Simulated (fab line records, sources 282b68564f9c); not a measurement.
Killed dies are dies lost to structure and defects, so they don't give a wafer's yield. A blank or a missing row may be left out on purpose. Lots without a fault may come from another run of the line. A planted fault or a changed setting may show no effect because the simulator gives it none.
Split-lot experiment | flow rit_cmos | 5 lots, 23 wafers read, on a route of 202 steps

THE SPLIT
At RIT_NLDD_COAT_01 (resist thk 1000 nm), the setting spin_rpm was moved away from the recipe's 3250 rpm on 11 of the 23 wafers read, by -6.6% to +5.7%. The other wafers ran this setting at the recipe's value.

FROM THE SPLIT TO THE READING: what the file shows between them, 3 steps
- RIT_NLDD_SOFTBAKE_02: time 60 s
- RIT_NLDD_EXPOSE_03: exposes mask M7, target cd 40700 nm
- RIT_NLDD_DEVELOP_05: develop time 50 s

THE READING
NOVOLAK_of_NLDD_COAT_01.thk_nm (the simulator's own value, which no gauge read), in nm, at RIT_NLDD_HARDBAKE_07 (time 60 s). The file gives no usual value for it. The 12 wafers here that ran the recipe average 886.1 nm, standard deviation 2.9 nm.

wafer  | tool, chamber at the split | spin_rpm as run, rpm | against the recipe | NOVOLAK_of_NLDD_COAT_01.thk_nm, nm | against lot-mates on the recipe
L077.1 | litho_track-02, 0          | 3036                 | -6.6%              | 913.1                              | +30.4
L077.2 | litho_track-02, 0          | 3036                 | -6.6%              | 912                                | +29.3
L077.4 | litho_track-02, 0          | 3250                 | recipe             | 882.6                              | -
L077.5 | litho_track-02, 0          | 3036                 | -6.6%              | 911.2                              | +28.5
L077.6 | litho_track-02, 0          | 3250                 | recipe             | 882.8                              | -
L078.1 | litho_track-02, 0          | 3250                 | recipe             | 882                                | -
L078.2 | litho_track-02, 0          | 3250                 | recipe             | 882.7                              | -
L078.4 | litho_track-02, 0          | 3352                 | +3.1%              | 869.5                              | -13.4
L078.5 | litho_track-02, 0          | 3250                 | recipe             | 883.9                              | -
L078.6 | litho_track-02, 0          | 3352                 | +3.1%              | 868.8                              | -14.1
L079.1 | litho_track-02, 0          | 3250                 | recipe             | 889                                | -
L079.2 | litho_track-02, 0          | 3250                 | recipe             | 889.8                              | -
L079.3 | litho_track-02, 0          | 3132                 | -3.6%              | 901.6                              | +12.2
L079.5 | litho_track-02, 0          | 3132                 | -3.6%              | 903.8                              | +14.4
L079.6 | litho_track-02, 0          | 3132                 | -3.6%              | 901.4                              | +12.0
L084.1 | litho_track-03, 0          | 3435                 | +5.7%              | 862.8                              | -25.2
L084.2 | litho_track-03, 0          | 3435                 | +5.7%              | 864                                | -24.0
L084.3 | litho_track-03, 0          | 3250                 | recipe             | 887.7                              | -
L084.4 | litho_track-03, 0          | 3250                 | recipe             | 888.4                              | -
L084.6 | litho_track-03, 0          | 3435                 | +5.7%              | 862.5                              | -25.5
L085.3 | litho_track-02, 0          | 3250                 | recipe             | 888.4                              | -
L085.4 | litho_track-02, 0          | 3250                 | recipe             | 887.7                              | -
L085.5 | litho_track-02, 0          | 3250                 | recipe             | 888.5                              | -

THE FIT
A straight line over all 23 wafers: NOVOLAK_of_NLDD_COAT_01.thk_nm changes by -4.16 nm for each +1% of spin_rpm; r = -0.99; the points scatter about the line by 2.6 nm.
The same after taking each lot's own level away (the mean of its wafers on the recipe; 23 wafers): -4.31 nm for each +1%; r = -1.00; scatter 1.3 nm.
On that fit, the largest move of spin_rpm shifts the reading by 28 nm.
The lots' own levels span 882.70 to 889.40 nm, that is 2.3 times the standard deviation above.
So the lot-to-lot level changes the slope little: the two slopes agree.
Check: with one of the wafers moved furthest among these (-6.6%) left out of the fit, the line predicts +27.6 nm for it against its lot-mates. It came out at +30.4 nm against them.

OTHER SPLITS ON THESE WAFERS
These wafers also went through other splits before the reading. Each is held against what the fit with the lots' levels taken away leaves over:
other split on the same wafers    | wafers away from the commonest value | r with NOVOLAK_of_NLDD_COAT_01.thk_nm (lot level and that fit taken away)
RIT_ACTIVE_EXPOSE_08 dose_mj      | 8                                    | -0.67
RIT_ACTIVE_ETCH_13 over_etch_frac | 8                                    | -0.80
RIT_NWELL_IMPLANT_08 dose_cm2     | 7                                    | +0.08
RIT_PWELL_HARDBAKE_07 temp_c      | 9                                    | -0.06
RIT_NRETRO_SOFTBAKE_02 temp_c     | 11                                   | -0.17
RIT_NRETRO_IMPLANT_08 energy_kev  | 8                                    | +0.15
RIT_PRETRO_SOFTBAKE_02 temp_c     | 6                                    | -0.11

THE WHOLE CHAIN: every reading that the file lists as answering this split, in the file's order
step                 | what it does       | reading                                                                         | change (the file's fit)              | r (the file's)
RIT_NLDD_COAT_01     | resist thk 1000 nm | NOVOLAK_of_NLDD_COAT_01.thk_nm (the simulator's own value, which no gauge read) | -4.92 nm for each +1% of the setting | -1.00
RIT_NLDD_HARDBAKE_07 | time 60 s          | NOVOLAK_of_NLDD_COAT_01.thk_nm (the simulator's own value, which no gauge read) | -4.3 nm for each +1% of the setting  | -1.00

THE FILE'S OWN FIT
NOVOLAK_of_NLDD_COAT_01.thk_nm changes by -4.3 nm for each +1% of spin_rpm, r = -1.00.
